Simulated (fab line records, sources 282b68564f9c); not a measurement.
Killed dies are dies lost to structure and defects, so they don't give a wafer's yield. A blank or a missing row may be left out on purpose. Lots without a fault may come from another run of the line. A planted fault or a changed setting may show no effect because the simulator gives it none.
One fault seen from 2 desks | flow rit_cmos | each desk has only its own numbers; what lay behind them comes last

THE METROLOGY DESK
What the gauges read, lot by lot, whatever tool the lot ran on: means of the sampled wafers that have a number. A lot is out of limits, marked OUT, if its mean lies more than 4 standard deviations from the usual mean; the brackets give that distance.
Columns: A = cd_nm at RIT_GATE_CD_MEAS_90, usual 150.4 nm; B = NSD_OVL at RIT_NSD_OVL_MEAS_06, usual -0.3 nm; C = PSD_RS at RIT_SDANNEAL_RS_MEAS_04, usual 115.93 ohm/sq; D = NSD_RS at RIT_SDANNEAL_RS_MEAS_05, usual 84.45 ohm/sq; E = PLDD_RS at RIT_SDANNEAL_RS_MEAS_06, usual 178.7 ohm/sq; F = M1_AL_RS at RIT_M1_RS_MEAS_01, usual 0.0733 ohm/sq
lot  | first seen here | A     | B    | C               | D                | E               | F
L950 | day 2 13:39     | 150.7 | -0.5 | 116.14          | 84.79            | 178.5           | 0.0742
L952 | day 3 04:31     | 146.8 | 0.6  | 116.14          | 84.70            | 179.2           | 0.0720
L953 | day 3 04:50     | 152.3 | -2.3 | 116.06          | 84.38            | 178.4           | 0.0746
L954 | day 3 16:50     | 152.6 | -1.6 | 115.77          | 84.59            | 178.8           | 0.0732
L956 | day 3 18:19     | 147.4 | 0.7  | 115.88          | 84.77            | 178.6           | 0.0748
L957 | day 4 00:47     | 156.7 | -0.5 | 115.86          | 84.36            | 178.6           | 0.0728
L958 | day 4 06:39     | 151.7 | -0.9 | 115.67          | 84.32            | 178.3           | 0.0742
L959 | day 4 15:37     | 148.1 | -0.9 | 116.46          | 84.72            | 179.3           | 0.0735
L960 | day 4 16:31     | 149.2 | -1.9 | 115.49          | 83.90            | 178.3           | 0.0742
L963 | day 5 06:36     | 146.2 | -1.9 | 115.98          | 84.64            | 179.1           | 0.0738
L968 | day 6 06:39     | 152.1 | -2.9 | 96.29 (-68) OUT | 83.82            | 161.3 (-40) OUT | 0.0722
L970 | day 6 17:37     | 150.5 | 0.4  | 96.28 (-68) OUT | 83.22 (-4.6) OUT | 161.3 (-40) OUT | 0.0729
L971 | day 6 23:13     | 150.2 | 4.8  | 115.84          | 84.40            | 178.9           | 0.0731
L973 | day 7 09:33     | 150.1 | 1.0  | 116.43          | 84.90            | 179.3           | 0.0733
This desk's finding: out of limits on L968, L970; first on L968, day 6 19:07 (PSD_RS at RIT_SDANNEAL_RS_MEAS_04). In limits: L950, L952, L953, L954, L956, L957, L958, L959, L960, L963, L971, L973.

THE TOOL OWNER'S DESK: rtp_anneal-01
The tool's own readings at RIT_SDANNEAL_RTA_03 (time 5 s): means of the sampled wafers that have a number, for each lot that ran on this tool. A lot is out of limits, marked OUT, if its mean lies more than 4 standard deviations from the usual mean; the brackets give that distance.
Columns: A = wafer_temp_C_max at RIT_SDANNEAL_RTA_03, usual 1053.3
lot  | first seen here | A
L950 | day 3 04:43     | 1053.6
L952 | day 3 16:59     | 1054.8
L954 | day 4 06:16     | 1052.4
L956 | day 4 09:03     | 1053.7
L958 | day 4 19:28     | 1053.6
L960 | day 5 04:50     | 1052.4
L968 | day 6 19:03     | 1053.0
L970 | day 7 07:07     | 1053.2
This desk's finding: nothing out of limits on any of the 8 lots.

PUT TOGETHER
The metrology desk could have raised an alarm at day 6 19:07, on L968, L970.
The tool owner's desk saw nothing out of limits.
The tool owner's desk has L968, L970 on record, within its limits.
Of the lots named, all ran RIT_SDANNEAL_RTA_03 on rtp_anneal-01.

WHAT THE SIMULATOR HAD PUT IN
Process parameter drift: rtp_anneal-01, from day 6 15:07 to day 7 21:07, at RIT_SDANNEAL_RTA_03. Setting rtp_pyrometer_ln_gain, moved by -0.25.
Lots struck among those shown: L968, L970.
Hours from the fault's start to each desk's first reading out of limits: the metrology desk, 4.
